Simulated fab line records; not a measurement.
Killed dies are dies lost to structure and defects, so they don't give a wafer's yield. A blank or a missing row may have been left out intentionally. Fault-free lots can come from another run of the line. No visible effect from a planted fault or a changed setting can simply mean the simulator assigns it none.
fab line records -- flow ritCmos
record: lots: 6, wafers: 18, lastDay: 8
route steps=202 shown FOX2@24 NWELL@28 PWELL@39 WELLDRIVE@50 M1@202
lots with no fault: from the same line, run without faults
startH: the number of hours between the record's first day and the start of the first shown wafer of the lot -- waitH: how many hours have passed since the lot's step before this one -- " unchanged from the row above -- L1.1+2: a row that stands for several wafers -- - either no value or no given start -- * or withheld: withheld -- < > ~ a bound
route shown NAME@n: a module of which the file shows steps, and the number in the route of the first -- usual: average and standard deviation across the fault-free wafers -- same: alike in all rows -- chamber/n: place in a boat -- sites: each site's reading -- _std_site: the standard deviation of these -- _edge_site: mean of outer sites minus mean of inner sites -- radiusMm: how far each site lies from the wafer's centre -- mask NAME#n: copy n -- behind: the last tool/chamber to shape the wafer -- hold: cause of the lot's hold/its duration in hours/its outcome -- device: the transistor (n, p or np) that didn't switch -- end of line: at the end of the route, the tests of the same wafers -- where a step has no rows: the recipe by itself -- killed: count of dies lost to structure and defects at first sort (not the wafer's yield) -- map: shows each die of a wafer: x if killed, . if not, _ if none is there
set.NAME: setting as actually run; set.NAME@STEP: the setting as run at that earlier step -- model.NAME: the simulator's own value behind a step, which no gauge read
lots at some steps of the route; a table a step, a row a wafer
services: from which hour (startH, from the record's first day; less than 0 if before it) a tool's chamber was out of use, for how many hours, and why
== steps ==
step: RIT_FOX2_THK_MEAS_01
recipe: reads: SiO2_of_FOX2_OXIDATION_00
usual: FOX2_OXIDE_THK: 348/7.7
lot.wafer,tool,chamber,startH,waitH,FOX2_OXIDE_THK[nm]
L688.1,filmMetro-01,-,66.37,0.0,343
L688.2,filmMetro-01,-,66.37,0.0,341
L688.4,filmMetro-01,-,66.37,0.0,346
L689.2,filmMetro-03,-,77.50,0.0,367
L689.5,filmMetro-03,-,77.50,0.0,365
L689.6,filmMetro-03,-,77.50,0.0,367
L690.1,filmMetro-03,-,82.06,0.0,340
L690.5,filmMetro-03,-,82.06,0.0,340
L690.6,filmMetro-03,-,82.06,0.0,335
L696.1,filmMetro-02,-,119.31,0.0,349
L696.4,filmMetro-02,-,119.31,0.0,347
L696.6,filmMetro-02,-,119.31,0.0,347
L700.1,filmMetro-03,-,135.57,0.0,347
L700.5,filmMetro-03,-,135.57,0.0,350
L700.6,filmMetro-03,-,135.57,0.0,342
L702.1,filmMetro-01,-,136.15,0.0,348
L702.2,filmMetro-01,-,136.15,0.0,339
L702.5,filmMetro-01,-,136.15,0.0,346
step: RIT_FOX2_CLEAN_02
recipe: chemistry: dHF, dilution: 50:1, timeS: 180
step: RIT_FOX2_WET_ETCH_03
recipe: chemistry: H3PO4, target: Si3N4, targetDepthNm: 195, tempC: 165, timeS: 2700
step: RIT_FOX2_THK_MEAS_90
recipe: reads: SiO2_of_FOX2_OXIDATION_00
usual: FIELD_OXIDE_LEFT_1_THK: 321/7.7
lot.wafer,tool,chamber,startH,waitH,FIELD_OXIDE_LEFT_1_THK[nm]
L688.1,filmMetro-02,-,67.24,0.0,315
L688.2,filmMetro-02,-,67.24,0.0,313
L688.4,filmMetro-02,-,67.24,0.0,318
L689.2,filmMetro-02,-,78.38,0.0,340
L689.5,filmMetro-02,-,78.38,0.0,338
L689.6,filmMetro-02,-,78.38,0.0,339
L690.1,filmMetro-03,-,82.94,0.0,312
L690.5,filmMetro-03,-,82.94,0.0,312
L690.6,filmMetro-03,-,82.94,0.0,307
L696.1,filmMetro-03,-,120.26,0.0,322
L696.4,filmMetro-03,-,120.26,0.0,319
L696.6,filmMetro-03,-,120.26,0.0,319
L700.1,filmMetro-03,-,136.44,0.0,320
L700.5,filmMetro-03,-,136.44,0.0,323
L700.6,filmMetro-03,-,136.44,0.0,314
L702.1,filmMetro-01,-,137.03,0.0,320
L702.2,filmMetro-01,-,137.03,0.0,311
L702.5,filmMetro-01,-,137.03,0.0,319
step: RIT_NWELL_HMDS_00
recipe: primeTimeS: 58.79, primeTempC: 140
step: RIT_NWELL_COAT_01
recipe: resist: NOVOLAK, spinRpm: 2000, resistThkNm: 1300
step: RIT_NWELL_SOFTBAKE_02
recipe: resist: NOVOLAK, tempC: 90, timeS: 60
step: RIT_NWELL_EXPOSE_03
recipe: maskId: M2, na: 0.57, targetCdNm: 43900, doseMj: 250
step: RIT_NWELL_PEB_04
recipe: resist: NOVOLAK, tempC: withheld, timeS: withheld
step: RIT_NWELL_DEVELOP_05
recipe: resist: NOVOLAK, developTimeS: 68, devTempC: 23
step: RIT_NWELL_OVL_MEAS_06
usual: NWELL_OVL: 0.9/1.4
lot.wafer,tool,chamber,startH,waitH,NWELL_OVL[nm]
L688.1,overlay-01,-,68.18,-,0.1
L688.2,overlay-01,-,68.18,-,1.9
L688.4,overlay-01,-,68.18,-,0.2
L689.2,overlay-01,-,79.44,-,2.2
L689.5,overlay-01,-,79.44,-,1.3
L689.6,overlay-01,-,79.44,-,3.6
L690.1,overlay-01,-,83.88,-,-1.4
L690.5,overlay-01,-,83.88,-,1.7
L690.6,overlay-01,-,83.88,-,-1.7
L696.1,overlay-01,-,121.36,-,0.5
L696.4,overlay-01,-,121.36,-,3.0
L696.6,overlay-01,-,121.36,-,0.8
L700.1,overlay-01,-,137.66,-,0.2
L700.5,overlay-01,-,137.66,-,1.5
L700.6,overlay-01,-,137.66,-,1.8
L702.1,overlay-01,-,138.13,-,0.3
L702.2,overlay-01,-,138.13,-,-0.3
L702.5,overlay-01,-,138.13,-,1.5
step: RIT_NWELL_HARDBAKE_07
recipe: resist: NOVOLAK, tempC: 140, timeS: 120
step: RIT_NWELL_IMPLANT_08
recipe: species: P, energyKev: 167.8, doseCm2: 5e+13, tiltDeg: 7
usual: beamEnergyKeV: 167.79/0.058, doseIonsCm2: 5e+13/5.7e+10
lot.wafer,tool,chamber,startH,waitH,beamEnergyKeV,doseIonsCm2
L688.1,implanter-01,0,68.47,0.2,167.78,4.999e+13
L688.2,implanter-01,0,68.47,0.2,167.81,4.999e+13
L688.4,implanter-01,0,68.47,0.2,167.79,4.996e+13
L689.2,implanter-03,0,79.74,0.2,167.78,4.995e+13
L689.5,implanter-03,0,79.74,0.2,167.81,4.991e+13
L689.6,implanter-03,0,79.74,0.2,167.86,5e+13
L690.1,implanter-02,0,84.16,0.2,167.74,5.002e+13
L690.5,implanter-02,0,84.16,0.2,167.74,5e+13
L690.6,implanter-02,0,84.16,0.2,167.77,4.992e+13
L696.1,implanter-02,0,121.65,0.2,167.86,4.803e+13
L696.4,implanter-02,0,121.65,0.2,167.78,4.794e+13
L696.6,implanter-02,0,121.65,0.2,167.82,4.806e+13
L700.1,implanter-02,0,137.94,0.2,167.87,4.796e+13
L700.5,implanter-02,0,137.94,0.2,167.84,4.808e+13
L700.6,implanter-02,0,137.94,0.2,167.78,4.797e+13
L702.1,implanter-03,0,138.42,0.2,167.76,4.997e+13
L702.2,implanter-03,0,138.42,0.2,167.77,4.992e+13
L702.5,implanter-03,0,138.42,0.2,167.65,4.996e+13
step: RIT_NWELL_STRIP_09
recipe: chemistry: O2, timeS: 180, resist: NOVOLAK, platenTempC: withheld, powerW: 500, pressureMtorr: 4000, o2FlowSccm: 4000
usual: drypumpMotorCurrentA: 6.2/0.64
same: timeS: 180
lot.wafer,tool,chamber,startH,waitH,drypumpMotorCurrentA,rfHoursCounterH
L688.1,plasmaAsher-04,0,68.62,0.1,6.5,41
L688.2,plasmaAsher-04,1,68.62,0.1,5.0,41
L688.4,plasmaAsher-04,1,68.62,0.1,5.0,-
L689.2,plasmaAsher-02,1,79.87,0.1,6.7,43
L689.5,plasmaAsher-02,0,79.87,0.1,6.5,-
L689.6,plasmaAsher-02,1,79.87,0.1,6.8,-
L690.1,plasmaAsher-02,0,84.31,0.1,6.5,44
L690.5,plasmaAsher-02,1,84.31,0.1,6.8,-
L690.6,plasmaAsher-02,0,84.31,0.1,6.5,-
L696.1,plasmaAsher-01,1,121.80,0.1,5.7,32
L696.4,plasmaAsher-01,0,121.80,0.1,6.8,-
L696.6,plasmaAsher-01,1,121.80,0.1,5.8,-
L700.1,plasmaAsher-01,1,138.09,0.1,5.7,33
L700.5,plasmaAsher-01,1,138.09,0.1,5.8,-
L700.6,plasmaAsher-01,0,138.09,0.1,6.7,-
L702.1,plasmaAsher-01,0,138.57,0.1,6.8,34
L702.2,plasmaAsher-01,1,138.57,0.1,5.8,34
L702.5,plasmaAsher-01,1,138.57,0.1,5.8,-
step: RIT_NWELL_TW_MEAS_10
usual: NWELL_TW: 2160/13
lot.wafer,tool,chamber,startH,waitH,NWELL_TW
L688.1,filmMetro-01,-,68.80,0.1,2147
L688.2,filmMetro-01,-,68.80,0.1,2138
L688.4,filmMetro-01,-,68.80,0.1,2153
L689.2,filmMetro-04,-,80.05,0.1,2175
L689.5,filmMetro-04,-,80.05,0.1,2166
L689.6,filmMetro-04,-,80.05,0.1,2178
L690.1,filmMetro-01,-,84.49,0.1,2162
L690.5,filmMetro-01,-,84.49,0.1,2153
L690.6,filmMetro-01,-,84.49,0.1,2159
L696.1,filmMetro-04,-,121.97,0.1,2146
L696.4,filmMetro-04,-,121.97,0.1,2147
L696.6,filmMetro-04,-,121.97,0.1,2145
L700.1,filmMetro-04,-,138.27,0.1,2152
L700.5,filmMetro-04,-,138.27,0.1,2152
L700.6,filmMetro-04,-,138.27,0.1,2166
L702.1,filmMetro-01,-,138.74,0.1,2152
L702.2,filmMetro-01,-,138.74,0.1,2160
L702.5,filmMetro-01,-,138.74,0.1,2157
step: RIT_PWELL_HMDS_00
recipe: primeTimeS: 60, primeTempC: 140
step: RIT_PWELL_COAT_01
recipe: resist: NOVOLAK, spinRpm: 2000, resistThkNm: 1300
step: RIT_PWELL_SOFTBAKE_02
recipe: resist: NOVOLAK, tempC: 90, timeS: 60
step: RIT_PWELL_EXPOSE_03
recipe: maskId: M3, na: 0.57, targetCdNm: 43700, doseMj: 250
step: RIT_PWELL_PEB_04
recipe: resist: NOVOLAK, tempC: withheld, timeS: withheld
step: RIT_PWELL_DEVELOP_05
recipe: resist: NOVOLAK, developTimeS: 68, devTempC: 23
step: RIT_PWELL_OVL_MEAS_06
usual: PWELL_OVL: 0.4/1.5
lot.wafer,tool,chamber,startH,waitH,PWELL_OVL[nm]
L688.1,overlay-01,-,69.74,-,-1.2
L688.2,overlay-01,-,69.74,-,0.9
L688.4,overlay-01,-,69.74,-,-0.5
L689.2,overlay-01,-,81.12,-,0.5
L689.5,overlay-01,-,81.12,-,0.3
L689.6,overlay-01,-,81.12,-,-1.2
L690.1,overlay-01,-,85.43,-,-0.2
L690.5,overlay-01,-,85.43,-,2.8
L690.6,overlay-01,-,85.43,-,-1.0
L696.1,overlay-02,-,123.04,-,-1.0
L696.4,overlay-02,-,123.04,-,0.5
L696.6,overlay-02,-,123.04,-,0.5
L700.1,overlay-01,-,139.33,-,0.7
L700.5,overlay-01,-,139.33,-,1.2
L700.6,overlay-01,-,139.33,-,0.2
L702.1,overlay-02,-,139.88,-,-1.9
L702.2,overlay-02,-,139.88,-,1.6
L702.5,overlay-02,-,139.88,-,0.0
step: RIT_PWELL_HARDBAKE_07
recipe: resist: NOVOLAK, tempC: 140, timeS: 120
step: RIT_PWELL_IMPLANT_08
recipe: species: B, energyKev: 170, doseCm2: 7e+13, tiltDeg: 7
step: RIT_PWELL_STRIP_09
recipe: chemistry: O2, timeS: 180, resist: NOVOLAK, platenTempC: withheld, powerW: 500, pressureMtorr: 4000, o2FlowSccm: 4000
usual: drypumpMotorCurrentA: 6.0/0.65
same: timeS: 180
lot.wafer,tool,chamber,startH,waitH,drypumpMotorCurrentA,rfHoursCounterH
L688.1,plasmaAsher-04,0,70.17,0.1,6.6,41
L688.2,plasmaAsher-04,1,70.17,0.1,5.0,41
L688.4,plasmaAsher-04,1,70.17,0.1,5.0,-
L689.2,plasmaAsher-04,0,81.55,0.1,6.6,42
L689.5,plasmaAsher-04,0,81.55,0.1,6.6,-
L689.6,plasmaAsher-04,1,81.55,0.1,5.0,-
L690.1,plasmaAsher-04,1,85.87,0.1,5.0,43
L690.5,plasmaAsher-04,1,85.87,0.1,5.0,-
L690.6,plasmaAsher-04,0,85.87,0.1,6.6,-
L696.1,plasmaAsher-03,0,123.47,0.1,5.9,0
L696.4,plasmaAsher-03,0,123.47,0.1,5.9,-
L696.6,plasmaAsher-03,1,123.47,0.1,5.5,-
L700.1,plasmaAsher-04,1,139.79,0.1,5.0,48
L700.5,plasmaAsher-04,0,139.79,0.1,6.6,-
L700.6,plasmaAsher-04,1,139.79,0.1,5.0,-
L702.1,plasmaAsher-03,0,140.42,0.1,5.9,2
L702.2,plasmaAsher-03,1,140.42,0.1,5.5,2
L702.5,plasmaAsher-03,1,140.42,0.1,5.5,-
step: RIT_PWELL_TW_MEAS_10
usual: PWELL_TW: 962/5.1
lot.wafer,tool,chamber,startH,waitH,PWELL_TW
L688.1,filmMetro-01,-,70.35,0.1,953
L688.2,filmMetro-01,-,70.35,0.1,951
L688.4,filmMetro-01,-,70.35,0.1,957
L689.2,filmMetro-01,-,81.73,0.1,962
L689.5,filmMetro-01,-,81.73,0.1,967
L689.6,filmMetro-01,-,81.73,0.1,967
L690.1,filmMetro-01,-,86.04,0.1,963
L690.5,filmMetro-01,-,86.04,0.1,964
L690.6,filmMetro-01,-,86.04,0.1,964
L696.1,filmMetro-03,-,123.65,0.1,963
L696.4,filmMetro-03,-,123.65,0.1,956
L696.6,filmMetro-03,-,123.65,0.1,957
L700.1,filmMetro-03,-,139.96,0.1,954
L700.5,filmMetro-03,-,139.96,0.1,957
L700.6,filmMetro-03,-,139.96,0.1,960
L702.1,filmMetro-04,-,140.59,0.1,966
L702.2,filmMetro-04,-,140.59,0.1,972
L702.5,filmMetro-04,-,140.59,0.1,970
step: RIT_WELLDRIVE_ANNEAL_00
recipe: tempC: 1100, timeS: 14700, ambient: N2
step: RIT_WELLDRIVE_RS_MEAS_01
recipe: thkMeasGauge: four-point-probe
usual: NWELL_RS: 275.5/0.85
lot.wafer,tool,chamber,startH,waitH,NWELL_RS[ohm/sq]
L688.1,filmMetro-01,-,78.57,0.0,275.1
L688.2,filmMetro-01,-,78.57,0.0,275.6
L688.4,filmMetro-01,-,78.57,0.0,275.6
L689.2,filmMetro-01,-,87.53,0.0,274.6
L689.5,filmMetro-01,-,87.53,0.0,275.0
L689.6,filmMetro-01,-,87.53,0.0,275.4
L690.1,filmMetro-01,-,94.27,0.0,274.9
L690.5,filmMetro-01,-,94.27,0.0,275.8
L690.6,filmMetro-01,-,94.27,0.0,276.0
L696.1,filmMetro-01,-,131.53,0.0,282.5
L696.4,filmMetro-01,-,131.53,0.0,282.1
L696.6,filmMetro-01,-,131.53,0.0,282.7
L700.1,filmMetro-03,-,145.11,0.0,281.1
L700.5,filmMetro-03,-,145.11,0.0,281.0
L700.6,filmMetro-03,-,145.11,0.0,281.9
L702.1,filmMetro-04,-,148.45,0.0,276.5
L702.2,filmMetro-04,-,148.45,0.0,276.6
L702.5,filmMetro-04,-,148.45,0.0,276.3
step: RIT_WELLDRIVE_RS_MEAS_02
recipe: thkMeasGauge: four-point-probe
usual: PWELL_RS: 429.5/1.1
lot.wafer,tool,chamber,startH,waitH,PWELL_RS[ohm/sq]
L688.1,filmMetro-01,-,78.69,0.1,429.9
L688.2,filmMetro-01,-,78.69,0.1,431.6
L688.4,filmMetro-01,-,78.69,0.1,430.7
L689.2,filmMetro-01,-,87.65,0.1,429.1
L689.5,filmMetro-01,-,87.65,0.1,429.1
L689.6,filmMetro-01,-,87.65,0.1,429.9
L690.1,filmMetro-01,-,94.39,0.1,430.0
L690.5,filmMetro-01,-,94.39,0.1,428.9
L690.6,filmMetro-01,-,94.39,0.1,429.3
L696.1,filmMetro-01,-,131.65,0.1,429.9
L696.4,filmMetro-01,-,131.65,0.1,428.4
L696.6,filmMetro-01,-,131.65,0.1,429.5
L700.1,filmMetro-03,-,145.23,0.1,429.9
L700.5,filmMetro-03,-,145.23,0.1,430.2
L700.6,filmMetro-03,-,145.23,0.1,428.1
L702.1,filmMetro-04,-,148.57,0.1,430.2
L702.2,filmMetro-04,-,148.57,0.1,428.9
L702.5,filmMetro-04,-,148.57,0.1,430.9
step: RIT_M1_PROBE_99
usual: killedAtFrontEnd: 7.1/2.8, killedDies: 7.1/2.9, killedOpen: 3.4/2, killedShort: 3.6/2.1
same: grossDies: 264, killed_at_M0_to_M3: 0, killed_at_M4_up: 0, killedAtBackSide: 0, killedAtContacts: 0, killedAtOther: 0
lot.wafer,tool,chamber,startH,waitH,killedAtFrontEnd,killedDies,killedOpen,killedShort,model.etest.nwellPinched.rsOhmSq,model.etest.wellEdgeLeft.lineOhmUm,model.etest.wellEdgeRight.lineOhmUm
L688.1,prober-01,-,118.87,0.1,9,9,4,5,335.9,183,182.2
L688.2,prober-01,-,118.92,0.1,8,8,6,2,335.4,180.1,181.9
L688.4,prober-01,-,119.02,0.2,6,6,3,3,334.5,182.5,180.4
L689.2,prober-02,-,129.51,0.1,6,6,0,6,339.1,183.1,185.1
L689.5,prober-02,-,129.66,0.2,10,10,5,5,339.8,185,183.5
L689.6,prober-02,-,129.71,0.2,3,3,0,3,335.2,183.1,186
L690.1,prober-01,-,135.19,0.1,10,10,6,4,337.8,182.4,180
L690.5,prober-01,-,135.39,0.2,6,6,5,1,339,181.5,183
L690.6,prober-01,-,135.44,0.2,2,2,1,1,339.5,182.1,180.9
L696.1,prober-02,-,168.10,0.1,3,3,1,2,353.4,187.6,188.3
L696.4,prober-02,-,168.25,0.2,10,10,5,5,346.5,190.2,185.9
L696.6,prober-02,-,168.35,0.2,9,9,3,6,346.4,187.7,187.9
L700.1,prober-01,-,178.95,0.1,13,13,11,2,344.1,185.7,185.8
L700.5,prober-01,-,179.15,0.2,9,9,2,7,347.2,184.1,187.1
L700.6,prober-01,-,179.20,0.2,3,3,0,3,346,188.4,186.2
L702.1,prober-01,-,182.51,0.1,6,6,2,4,333.1,183.3,182.2
L702.2,prober-01,-,182.56,0.1,4,4,1,3,336.1,182.4,181.8
L702.5,prober-01,-,182.71,0.2,10,10,2,8,338.4,182.6,184.5
killed by level:class
L688.1 GATE:geometricParticle:open=4 SILICIDE:geometricParticle:short=2 FOX1:geometricParticle:short=1 GATE:geometricParticle:short=1 REOX:geometricParticle:short=1
L688.2 GATE:geometricParticle:open=3 SPACER:geometricParticle:open=2 FOX2:geometricParticle:open=1 GATE:geometricParticle:short=1 SILICIDE:geometricParticle:short=1
L688.4 FOX1:geometricParticle:short=1 GATE:geometricParticle:open=1 REOX:geometricParticle:open=1 SPACER:geometricParticle:open=1 SPACER:geometricParticle:short=1 SILICIDE:geometricParticle:short=1
L689.2 GATE:geometricParticle:short=3 FOX2:geometricParticle:short=1 REOX:geometricParticle:short=1 SILICIDE:geometricParticle:short=1
L689.5 FOX1:geometricParticle:short=3 REOX:geometricParticle:open=2 FOX1:geometricParticle:open=1 GATE:geometricParticle:open=1 SPACER:geometricParticle:open=1 SPACER:geometricParticle:short=1 SILICIDE:geometricParticle:short=1
L689.6 GATE:geometricParticle:short=2 SPACER:geometricParticle:short=1
L690.1 GATE:geometricParticle:open=5 FOX1:geometricParticle:short=1 GATE:geometricParticle:short=1 REOX:geometricParticle:short=1 SPACER:geometricParticle:open=1 SPACER:geometricParticle:short=1
L690.5 GATE:geometricParticle:open=5 REOX:geometricParticle:short=1
L690.6 GATE:geometricParticle:short=1 GATE:geometricParticle:open=1
L696.1 FOX2:geometricParticle:short=2 FOX2:geometricParticle:open=1
L696.4 GATE:geometricParticle:open=4 GATE:geometricParticle:short=2 FOX1:geometricParticle:short=1 REOX:geometricParticle:open=1 SPACER:geometricParticle:short=1 SILICIDE:geometricParticle:short=1
L696.6 GATE:geometricParticle:short=3 GATE:geometricParticle:open=2 FOX1:geometricParticle:short=1 FOX2:geometricParticle:short=1 REOX:geometricParticle:open=1 REOX:geometricParticle:short=1
L700.1 FOX1:geometricParticle:open=4 SPACER:geometricParticle:open=4 GATE:geometricParticle:open=2 FOX1:geometricParticle:short=1 SILICIDE:geometricParticle:short=1 SILICIDE:geometricParticle:open=1
L700.5 FOX1:geometricParticle:short=2 SPACER:geometricParticle:short=2 FOX2:geometricParticle:open=1 FOX2:geometricParticle:short=1 GATE:geometricParticle:short=1 SPACER:geometricParticle:open=1 SILICIDE:geometricParticle:short=1
L700.6 GATE:geometricParticle:short=2 FOX1:geometricParticle:short=1
L702.1 GATE:geometricParticle:short=3 FOX1:geometricParticle:open=1 SPACER:geometricParticle:short=1 SILICIDE:geometricParticle:open=1
L702.2 FOX2:geometricParticle:short=1 GATE:geometricParticle:short=1 REOX:geometricParticle:short=1 SPACER:geometricParticle:open=1
L702.5 GATE:geometricParticle:short=5 FOX1:geometricParticle:short=1 FOX2:geometricParticle:short=1 REOX:geometricParticle:short=1 REOX:geometricParticle:open=1 SPACER:geometricParticle:open=1
== services ==
tool,chamber,startH,hours,kind
implanter-01,-,48.48,2.5,pm
plasmaAsher-03,-,67.92,1.6,repair
implanter-02,-,99.41,7.6,pm
implanter-01,-,101.28,2.1,repair
plasmaAsher-03,-,108.75,9.0,pm
plasmaAsher-03,0,108.75,9.0,ventCycle
plasmaAsher-03,1,108.75,9.0,ventCycle
implanter-02,-,111.60,8.0,repair
implanter-03,-,111.88,1.1,repair
plasmaAsher-03,0,117.75,-,clean
plasmaAsher-03,1,117.75,-,clean
plasmaAsher-04,-,125.04,1.7,repair
plasmaAsher-02,-,126.86,2.8,pm
implanter-02,-,131.51,1.8,repair
plasmaAsher-01,-,132.82,4.3,pm
== key ==
firstSign: step: RIT_NWELL_IMPLANT_08, reading: doseIonsCm2, direction: down, sigmas: 35, usual: 5e+13, struck: 4.801e+13
effect: step: RIT_WELLDRIVE_RS_MEAS_01, reading: NWELL_RS, direction: up, sigmas: 7.5, usual: 275.5, struck: 281.9
modelEffect: step: RIT_M1_PROBE_99, value: etest.nwellPinched.rsOhmSq, without: 338.4, struck: 347.3
metAt RIT_NWELL_IMPLANT_08
struckWafers L696.1,L696.4,L696.6,L700.1,L700.5,L700.6
testerLeftOut L696,L700
onsetBetween 84.16 121.65
fault: kind: processParameterDrift, tool: implanter-02, chamber: -, onsetH: 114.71, steps: RIT_NWELL_IMPLANT_08, channel: doseCm2, offset: -1.9444e+12, shape: step, endH: 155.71, actsIn: theseRecipesOnly, stated: 5e+13
testerLeftOut: of these lots the tester's yield and bins aren't shown, on N5 and GAA mostly nor the transistor test; their killed dies are dies lost to structure and defects alone, not to doping, threshold or leakage, so they don't give the yield
